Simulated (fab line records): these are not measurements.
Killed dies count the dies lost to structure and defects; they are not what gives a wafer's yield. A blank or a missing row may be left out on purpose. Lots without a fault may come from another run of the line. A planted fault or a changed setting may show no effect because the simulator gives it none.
fab line records    flow berkeley_cmos170
record: lots: 14  wafers: 42  last_day: 12
route steps=331 shown V2@294 M3@310
lots with no fault: from the same line, run without faults
start_h: start of the lot's first displayed wafer, in hours after the record's first day    wait_h: hours elapsed since this lot's preceding step    " unchanged from the row above    L1.1+2: several wafers, shown together as one row    - no value, or no start given    * or withheld: withheld    < > ~ a bound
route shown NAME@n: names a module that has steps shown in the file, with the first one's number in the route    usual: the fault-free wafers' mean and standard deviation    same: alike in all rows    chamber/n: place in a boat    sites: each site's reading    _std_site: the values' standard deviation    _edge_site: mean of outer sites minus mean of inner sites    radius_mm: for every site, how far away it sits from the centre of the wafer    mask NAME#n: copy n    behind: the most recent tool/chamber to have shaped the wafer    hold: cause of the lot's hold/its duration in hours/its outcome    device: transistor that didn't switch, given as n, p or np    end of line: the same wafers' tests at the end of the route    step lacking rows: just its recipe    killed: the dies lost at the first sort to structure and to defects; this is not the yield of the wafer    map: the dies of a wafer, with x for killed, . for not killed, _ for no die there
set.NAME: the setting that was run; set.NAME@STEP: the one run at that earlier step    model.NAME: the simulator's own value behind a step, which no gauge read
a sample of lots followed through the steps of the route, with each step as a table and each wafer as a row
services: a tool's chamber out of use, with start hour (start_h, from the record's first day; less than 0 if before it), hours out, and reason
== steps ==
step: UCB170_V2_CMP_02
recipe: material: SiO2  down_force_psi: 6  platen_rpm: 60  pad_velocity_m_s: 0.75398
usual: motor_current_A: 16.4/1.6
lot.wafer  tool    chamber  start_h  wait_h  motor_current_A
L896.4     cmp-01  3        198.09   0.0     16.6
L896.3     "       1        "        "       13.6
L896.5     "       3        "        "       16.5
L898.4     cmp-01  1        198.69   0.1     14.7
L898.2     "       2        "        "       16.3
L898.6     "       0        "        "       14.3
L902.2     cmp-01  0        212.72   0.1     14.5
L902.4     "       1        "        "       14.2
L902.6     "       0        "        "       15.0
L903.2     cmp-01  0        216.67   0.0     15.2
L903.1     "       2        "        "       16.9
L903.4     "       3        "        "       16.4
L905.1     cmp-02  3        233.19   0.1     15.8
L905.3     "       1        "        "       15.7
L905.5     "       2        "        "       16.1
L904.4     cmp-02  2        233.54   0.1     16.6
L904.5     "       1        "        "       15.2
L904.6     "       2        "        "       16.1
L907.1     cmp-02  1        249.79   0.1     16.4
L907.3     "       3        "        "       17.1
L907.5     "       1        "        "       15.8
L909.2     cmp-01  2        255.53   0.0     16.2
L909.1     "       1        "        "       14.1
L909.6     "       2        "        "       17.1
L910.1     cmp-02  0        255.78   0.1     21.4
L910.4     "       1        "        "       16.8
L910.5     "       3        "        "       15.4
L915.4     cmp-01  1        286.86   0.1     14.3
L915.3     "       2        "        "       17.9
L915.6     "       0        "        "       14.1
L913.4     cmp-02  1        287.17   0.0     16.6
L913.2     "       0        "        "       20.8
L913.6     "       1        "        "       16.4
L916.2     cmp-01  1        287.34   0.1     14.2
L916.1     "       2        "        "       17.3
L916.6     "       0        "        "       15.3
L917.3     cmp-02  3        287.49   0.0     16.8
L917.2     "       2        "        "       15.6
L917.6     "       0        "        "       20.8
L918.1     cmp-01  0        289.40   0.1     14.9
L918.5     "       2        "        "       17.0
L918.6     "       3        "        "       17.0
step: UCB170_M3_SPUTTER_01
recipe: material: Al  target_thk_nm: 900  time_s: 115.2  power_w: 6000  chamber_pressure_pa: 0.5
usual: throttle_valve_pct: 29.9/0.55
lot.wafer  tool            chamber  start_h  wait_h  throttle_valve_pct
L896.3     pvd_sputter-04  -        200.55   0.0     29.0
L896.4     "               -        "        "       30.3
L896.5     "               -        "        "       30.2
L898.2     pvd_sputter-03  -        201.27   0.0     30.4
L898.4     "               -        "        "       30.6
L898.6     "               -        "        "       30.6
L902.2     pvd_sputter-04  -        215.15   0.0     30.3
L902.4     "               -        "        "       29.9
L902.6     "               -        "        "       30.0
L903.1     pvd_sputter-04  -        218.97   0.0     29.9
L903.2     "               -        "        "       30.0
L903.4     "               -        "        "       29.1
L905.1     pvd_sputter-04  -        235.77   0.0     30.1
L905.3     "               -        "        "       28.9
L905.5     "               -        "        "       29.2
L904.4     pvd_sputter-02  -        236.04   0.0     29.8
L904.5     "               -        "        "       29.7
L904.6     "               -        "        "       29.6
L907.1     pvd_sputter-04  -        254.30   0.0     30.2
L907.3     "               -        "        "       28.8
L907.5     "               -        "        "       30.3
L909.1     pvd_sputter-03  -        257.85   0.0     30.2
L909.2     "               -        "        "       30.3
L909.6     "               -        "        "       30.4
L910.1     pvd_sputter-04  -        258.60   0.0     29.1
L910.4     "               -        "        "       29.8
L910.5     "               -        "        "       30.6
L915.3     pvd_sputter-04  -        289.65   0.0     30.5
L915.4     "               -        "        "       28.9
L915.6     "               -        "        "       29.8
L913.2     pvd_sputter-03  -        290.10   0.0     30.1
L913.4     "               -        "        "       30.9
L913.6     "               -        "        "       30.2
L916.1     pvd_sputter-02  -        290.37   0.0     30.2
L916.2     "               -        "        "       29.8
L916.6     "               -        "        "       28.7
L917.2     pvd_sputter-04  -        290.87   0.0     29.7
L917.3     "               -        "        "       30.1
L917.6     "               -        "        "       30.2
L918.1     pvd_sputter-03  -        291.94   0.0     30.4
L918.5     "               -        "        "       30.1
L918.6     "               -        "        "       29.7
step: UCB170_M3_PEB_13
recipe: peb_temp_c: 130  peb_time_s: withheld  resist: KrF
usual: chill_plate_temp_C: 23.01/0.11  exhaust_pa: 44.8/0.95
lot.wafer  tool            chamber  start_h  wait_h  chill_plate_temp_C  exhaust_pa
L896.3     litho_track-01  0        202.39   0.1     22.98               45.0
L896.4     "               0        "        "       23.18               44.6
L896.5     "               0        "        "       23.13               43.7
L898.2     litho_track-01  0        203.54   0.4     22.95               43.9
L898.4     "               0        "        "       22.82               44.3
L898.6     "               0        "        "       23.10               45.4
L902.2     litho_track-02  0        216.77   0.1     23.03               44.7
L902.4     "               0        "        "       23.12               44.8
L902.6     "               0        "        "       23.07               44.5
L903.1     litho_track-04  0        220.66   0.1     22.96               44.4
L903.2     "               0        "        "       23.16               45.3
L903.4     "               0        "        "       23.10               45.1
L905.1     litho_track-04  0        238.12   0.6     22.93               47.0
L905.3     "               0        "        "       22.84               46.2
L905.5     "               0        "        "       22.99               47.2
L904.4     litho_track-01  0        238.32   0.3     23.02               44.7
L904.5     "               0        "        "       22.86               44.7
L904.6     "               0        "        "       22.96               43.9
L907.1     litho_track-04  0        255.98   0.1     22.90               46.1
L907.3     "               0        "        "       23.20               45.1
L907.5     "               0        "        "       23.12               44.7
L909.1     litho_track-01  -        259.74   0.1     -                   -
L909.2     "               -        "        "       -                   -
L909.6     "               -        "        "       -                   -
L910.1     litho_track-01  -        260.58   0.1     -                   -
L910.4     "               -        "        "       -                   -
L910.5     "               -        "        "       -                   -
L915.3     litho_track-04  0        292.43   0.5     23.05               44.4
L915.4     "               0        "        "       23.05               45.3
L915.6     "               0        "        "       23.08               44.0
L913.2     litho_track-02  0        293.42   0.7     22.95               45.2
L913.4     "               0        "        "       23.05               44.2
L913.6     "               0        "        "       23.15               44.8
L916.1     litho_track-04  0        293.55   0.7     22.91               46.3
L916.2     "               0        "        "       22.97               44.8
L916.6     "               0        "        "       22.89               44.9
L917.2     litho_track-04  0        293.85   0.3     22.97               44.4
L917.3     "               0        "        "       22.83               45.7
L917.6     "               0        "        "       22.86               46.2
L918.1     litho_track-04  0        294.26   0.1     23.06               44.5
L918.5     "               0        "        "       23.12               45.2
L918.6     "               0        "        "       23.23               46.5
step: UCB170_M3_OVL_MEAS_16
usual: M3_OVL: -4/5.2
lot.wafer  tool        chamber  start_h  wait_h  M3_OVL[nm]
L896.3     overlay-02  -        202.74   0.1     -3
L896.4     "           -        "        "       -1
L896.5     "           -        "        "       -6
L898.2     overlay-01  -        203.91   0.1     -8
L898.4     "           -        "        "       -8
L898.6     "           -        "        "       1
L902.2     overlay-01  -        217.15   0.1     6
L902.4     "           -        "        "       3
L902.6     "           -        "        "       7
L903.1     overlay-02  -        221.06   0.1     0
L903.2     "           -        "        "       -6
L903.4     "           -        "        "       -2
L905.1     overlay-02  -        238.52   0.1     -5
L905.3     "           -        "        "       -3
L905.5     "           -        "        "       -5
L904.4     overlay-01  -        238.66   0.1     4
L904.5     "           -        "        "       1
L904.6     "           -        "        "       -3
L907.1     overlay-02  -        256.38   0.1     1
L907.3     "           -        "        "       -8
L907.5     "           -        "        "       -1
L909.1     overlay-02  -        260.13   0.1     -
L909.2     "           -        "        "       -
L909.6     "           -        "        "       -
L910.1     overlay-01  -        260.97   0.1     -
L910.4     "           -        "        "       -
L910.5     "           -        "        "       -
L915.3     overlay-01  -        292.78   0.1     3
L915.4     "           -        "        "       -1
L915.6     "           -        "        "       -10
L913.2     overlay-01  -        293.80   0.1     0
L913.4     "           -        "        "       -3
L913.6     "           -        "        "       1
L916.1     overlay-02  -        293.95   0.1     -3
L916.2     "           -        "        "       3
L916.6     "           -        "        "       1
L917.2     overlay-02  -        294.23   0.1     1
L917.3     "           -        "        "       2
L917.6     "           -        "        "       -1
L918.1     overlay-02  -        294.70   0.1     -1
L918.5     "           -        "        "       -8
L918.6     "           -        "        "       -11
== services ==
tool            chamber  start_h  hours  kind
pvd_sputter-02  -        175.94   1.8    repair
pvd_sputter-03  -        224.56   1.0    repair
pvd_sputter-04  -        229.91   3.8    repair
cmp-01          -        232.00   4.0    pm
cmp-01          -        236.00   -      consumable_replace:conditioner
cmp-01          -        236.00   -      consumable_replace:pad
pvd_sputter-04  -        246.16   2.6    repair
cmp-01          -        290.55   0.2    repair
== key ==
first_sign: step: UCB170_M3_PEB_13  reading: tool_record  direction: missing
effect none on later readings
met_at UCB170_M3_PEB_13
struck_lots L909,L910
later_rows_left_out L909.1,L909.2,L909.6,L910.1,L910.4,L910.5
sort_left_out L909.1,L909.2,L909.6,L910.1,L910.4,L910.5
not_acting_at UCB170_V2_CMP_02,UCB170_M3_SPUTTER_01,UCB170_M3_OVL_MEAS_16
onset_between 238.32 259.74
fault: kind: skipped_step_whole  tool: litho_track-01  chamber: -  onset_h: 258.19  steps: UCB170_M3_PEB_13  scope: struck_lots_only
sort_left_out: the simulated sort isn't trusted on such a fault, so these wafers' sort isn't shown, and their yield isn't known
later_rows_left_out: the simulator's readings of these wafers behind a module that went badly wrong aren't trusted and aren't shown, but for the sort
